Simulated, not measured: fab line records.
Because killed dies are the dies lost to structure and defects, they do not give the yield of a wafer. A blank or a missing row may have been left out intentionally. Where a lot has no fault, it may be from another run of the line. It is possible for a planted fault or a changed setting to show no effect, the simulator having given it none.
Which of the tools did it? || flow rit-cmos || Sampling: 14 lots, 42 wafers, 4 of 202 route steps

== WHAT EACH GAUGE READ, for each wafer ==
RIT_NSD_OVL_MEAS_06.
{"lot": "L915", "measured": "day 3 10:24", "on": "overlay-01", "NSD_OVL (nm)": "-2.2 -2.8 -0.4"}
{"lot": "L917", "measured": "day 3 20:11", "on": "overlay-02", "NSD_OVL (nm)": "-0.9 -1.0 2.1"}
{"lot": "L919", "measured": "day 4 00:34", "on": "overlay-01", "NSD_OVL (nm)": "-0.8 0.4 -1.4"}
{"lot": "L918", "measured": "day 4 00:52", "on": "overlay-02", "NSD_OVL (nm)": "-1.4 -1.7 0.0"}
{"lot": "L922", "measured": "day 4 17:05", "on": "overlay-01", "NSD_OVL (nm)": "0.1 0.5 -0.6"}
{"lot": "L924", "measured": "day 5 06:59", "on": "overlay-02", "NSD_OVL (nm)": "0.5 0.8 0.9"}
{"lot": "L926", "measured": "day 5 16:26", "on": "overlay-02", "NSD_OVL (nm)": "-0.8 -3.7 -1.4"}
{"lot": "L929", "measured": "day 6 08:29", "on": "overlay-02", "NSD_OVL (nm)": "0.4 -1.5 -0.2"}
{"lot": "L931", "measured": "day 6 13:29", "on": "overlay-01", "NSD_OVL (nm)": "-0.7 0.6 -2.9"}
{"lot": "L933", "measured": "day 6 22:58", "on": "overlay-01", "NSD_OVL (nm)": "-0.6 -1.1 -1.7"}
{"lot": "L934", "measured": "day 7 04:49", "on": "overlay-02", "NSD_OVL (nm)": "1.4 1.1 0.4"}
{"lot": "L935", "measured": "day 7 09:13", "on": "overlay-02", "NSD_OVL (nm)": "0.4 -0.5 0.7"}
{"lot": "L936", "measured": "day 7 11:40", "on": "overlay-02", "NSD_OVL (nm)": "0.3 -1.8 -1.8"}
{"lot": "L937", "measured": "day 7 21:19", "on": "overlay-02", "NSD_OVL (nm)": "-0.3 -0.1 -1.3"}

RIT_CONTACT_THK_MEAS_01.
{"lot": "L915", "measured": "day 3 13:53", "on": "film-metro-02", "CONTACT_TEOS_THK (nm)": "407 405 408"}
{"lot": "L917", "measured": "day 3 23:58", "on": "film-metro-03", "CONTACT_TEOS_THK (nm)": "395 398 404"}
{"lot": "L919", "measured": "day 4 04:10", "on": "film-metro-03", "CONTACT_TEOS_THK (nm)": "396 401 401"}
{"lot": "L918", "measured": "day 4 04:28", "on": "film-metro-02", "CONTACT_TEOS_THK (nm)": "398 402 404"}
{"lot": "L922", "measured": "day 4 20:47", "on": "film-metro-03", "CONTACT_TEOS_THK (nm)": "808 807 813 808 807 812"}
{"lot": "L924", "measured": "day 5 10:29", "on": "film-metro-03", "CONTACT_TEOS_THK (nm)": "397 395 401"}
{"lot": "L926", "measured": "day 5 20:10", "on": "film-metro-02", "CONTACT_TEOS_THK (nm)": "805 793 805 806 793 804"}
{"lot": "L929", "measured": "day 6 12:25", "on": "film-metro-03", "CONTACT_TEOS_THK (nm)": "401 398 406"}
{"lot": "L931", "measured": "day 6 16:59", "on": "film-metro-03", "CONTACT_TEOS_THK (nm)": "400 403 410"}
{"lot": "L933", "measured": "day 7 02:34", "on": "film-metro-03", "CONTACT_TEOS_THK (nm)": "394 390 401"}
{"lot": "L934", "measured": "day 7 08:32", "on": "film-metro-03", "CONTACT_TEOS_THK (nm)": "396 403 402"}
{"lot": "L935", "measured": "day 7 12:49", "on": "film-metro-03", "CONTACT_TEOS_THK (nm)": "394 404 402"}
{"lot": "L936", "measured": "day 7 15:22", "on": "film-metro-02", "CONTACT_TEOS_THK (nm)": "397 403 405"}
{"lot": "L937", "measured": "day 8 00:54", "on": "film-metro-03", "CONTACT_TEOS_THK (nm)": "398 393 403"}

== WHICH TOOL RAN EACH LOT (tool, then ch and the chambers of the sampled wafers, then the start) ==
{"lot": "L915", "RIT_SILICIDE_RTA_06": "rtp-anneal-02 ch 0, day 3 13:46", "RIT_CONTACT_CVD_00": "pecvd-04 ch 0,1,2, day 3 13:49"}
{"lot": "L917", "RIT_SILICIDE_RTA_06": "rtp-anneal-01 ch 0, day 3 23:50", "RIT_CONTACT_CVD_00": "pecvd-02 ch 0,1, day 3 23:55"}
{"lot": "L919", "RIT_SILICIDE_RTA_06": "rtp-anneal-01 ch 0, day 4 04:04", "RIT_CONTACT_CVD_00": "pecvd-04 ch 1,2, day 4 04:07"}
{"lot": "L918", "RIT_SILICIDE_RTA_06": "rtp-anneal-01 ch 0, day 4 04:21", "RIT_CONTACT_CVD_00": "pecvd-01 ch 1,2, day 4 04:25"}
{"lot": "L922", "RIT_SILICIDE_RTA_06": "rtp-anneal-02 ch 0, day 4 20:28", "RIT_CONTACT_CVD_00": "pecvd-01 ch 0,1,2, day 4 20:31"}
{"lot": "L924", "RIT_SILICIDE_RTA_06": "rtp-anneal-02 ch 0, day 5 10:22", "RIT_CONTACT_CVD_00": "pecvd-04 ch 0,1,2, day 5 10:25"}
{"lot": "L926", "RIT_SILICIDE_RTA_06": "rtp-anneal-02 ch 0, day 5 19:50", "RIT_CONTACT_CVD_00": "pecvd-02 ch 0,1, day 5 19:54"}
{"lot": "L929", "RIT_SILICIDE_RTA_06": "rtp-anneal-02 ch 0, day 6 12:18", "RIT_CONTACT_CVD_00": "pecvd-04 ch 0,1, day 6 12:22"}
{"lot": "L931", "RIT_SILICIDE_RTA_06": "rtp-anneal-01 ch 0, day 6 16:53", "RIT_CONTACT_CVD_00": "pecvd-01 ch 0,1, day 6 16:56"}
{"lot": "L933", "RIT_SILICIDE_RTA_06": "rtp-anneal-02 ch 0, day 7 02:26", "RIT_CONTACT_CVD_00": "pecvd-04 ch 0,1,2, day 7 02:30"}
{"lot": "L934", "RIT_SILICIDE_RTA_06": "rtp-anneal-01 ch 0, day 7 08:25", "RIT_CONTACT_CVD_00": "pecvd-01 ch 0,2, day 7 08:29"}
{"lot": "L935", "RIT_SILICIDE_RTA_06": "rtp-anneal-02 ch 0, day 7 12:42", "RIT_CONTACT_CVD_00": "pecvd-02 ch 1,2, day 7 12:46"}
{"lot": "L936", "RIT_SILICIDE_RTA_06": "rtp-anneal-01 ch 0, day 7 15:14", "RIT_CONTACT_CVD_00": "pecvd-04 ch 0,1,2, day 7 15:19"}
{"lot": "L937", "RIT_SILICIDE_RTA_06": "rtp-anneal-02 ch 0, day 8 00:47", "RIT_CONTACT_CVD_00": "pecvd-01 ch 0,1, day 8 00:51"}
- RIT_SILICIDE_RTA_06: time 10 s, ramp up 5 s, ramp down 10 s.
- RIT_CONTACT_CVD_00: deposits SiO2 from TEOS, target thk 400 nm, time 61 s.

== AS READ BY THE TOOLS THEMSELVES (means over the sampled wafers that have a number; for cases with no such wafer, the mark the record gives instead) ==
RIT_SILICIDE_RTA_06.
{"lot": "L915", "tool": "rtp-anneal-02", "wafer_temp_C_max": 756.6}
{"lot": "L917", "tool": "rtp-anneal-01", "wafer_temp_C_max": 751.9}
{"lot": "L919", "tool": "rtp-anneal-01", "wafer_temp_C_max": 752.8}
{"lot": "L918", "tool": "rtp-anneal-01", "wafer_temp_C_max": 752.1}
{"lot": "L922", "tool": "rtp-anneal-02", "wafer_temp_C_max": 754.6}
{"lot": "L924", "tool": "rtp-anneal-02", "wafer_temp_C_max": 754.9}
{"lot": "L926", "tool": "rtp-anneal-02", "wafer_temp_C_max": 755.0}
{"lot": "L929", "tool": "rtp-anneal-02", "wafer_temp_C_max": 755.1}
{"lot": "L931", "tool": "rtp-anneal-01", "wafer_temp_C_max": 752.6}
{"lot": "L933", "tool": "rtp-anneal-02", "wafer_temp_C_max": 754.8}
{"lot": "L934", "tool": "rtp-anneal-01", "wafer_temp_C_max": 752.7}
{"lot": "L935", "tool": "rtp-anneal-02", "wafer_temp_C_max": 755.4}
{"lot": "L936", "tool": "rtp-anneal-01", "wafer_temp_C_max": 753.3}
{"lot": "L937", "tool": "rtp-anneal-02", "wafer_temp_C_max": 754.8}

RIT_CONTACT_CVD_00.
{"lot": "L915", "tool": "pecvd-04", "heater-power-w (W)": 310}
{"lot": "L917", "tool": "pecvd-02", "heater-power-w (W)": 281}
{"lot": "L919", "tool": "pecvd-04", "heater-power-w (W)": 330}
{"lot": "L918", "tool": "pecvd-01", "heater-power-w (W)": 316}
{"lot": "L922", "tool": "pecvd-01", "heater-power-w (W)": 283}
{"lot": "L924", "tool": "pecvd-04", "heater-power-w (W)": 340}
{"lot": "L926", "tool": "pecvd-02", "heater-power-w (W)": 299}
{"lot": "L929", "tool": "pecvd-04", "heater-power-w (W)": 294}
{"lot": "L931", "tool": "pecvd-01", "heater-power-w (W)": 286}
{"lot": "L933", "tool": "pecvd-04", "heater-power-w (W)": 297}
{"lot": "L934", "tool": "pecvd-01", "heater-power-w (W)": 272}
{"lot": "L935", "tool": "pecvd-02", "heater-power-w (W)": 248}
{"lot": "L936", "tool": "pecvd-04", "heater-power-w (W)": 301}
{"lot": "L937", "tool": "pecvd-01", "heater-power-w (W)": 273}

== THE ANSWER, worked out from the rows above alone ==
Rule: the usual values come from the lots themselves. Put in order of their means at a reading, lots are off if they are a third of the lots or fewer, leave a main group of 4 or more, and stand apart from it by a gap of 3 or more times the standard deviation of the main group's means; of several such gaps the widest counts. Not used: any main group whose means are identical at the precision the tables above print for the reading. Also off: a lot with no number at a reading for which 4 or more lots have one. All remaining lots with rows at the step are treated as sound. Order of review: gauges by route order, followed by the tools' own readings, for which a lot's mean as printed above is used. The first step at which some lot is off is used, and at that step the reading that is off furthest; a lot without a number counts as furthest.
Off: L922, L926, at RIT_CONTACT_THK_MEAS_01 (CONTACT_TEOS_THK). Main group: mean 400 nm, sd 3.
If a tool, at a process step before that reading, ran all the lots that are off and no sound lot after the first of them, it fits. Gauges at RIT_CONTACT_THK_MEAS_01: tried the same way as those tools. None of those tried fits.

== WHAT THE SIMULATOR PUT IN ==
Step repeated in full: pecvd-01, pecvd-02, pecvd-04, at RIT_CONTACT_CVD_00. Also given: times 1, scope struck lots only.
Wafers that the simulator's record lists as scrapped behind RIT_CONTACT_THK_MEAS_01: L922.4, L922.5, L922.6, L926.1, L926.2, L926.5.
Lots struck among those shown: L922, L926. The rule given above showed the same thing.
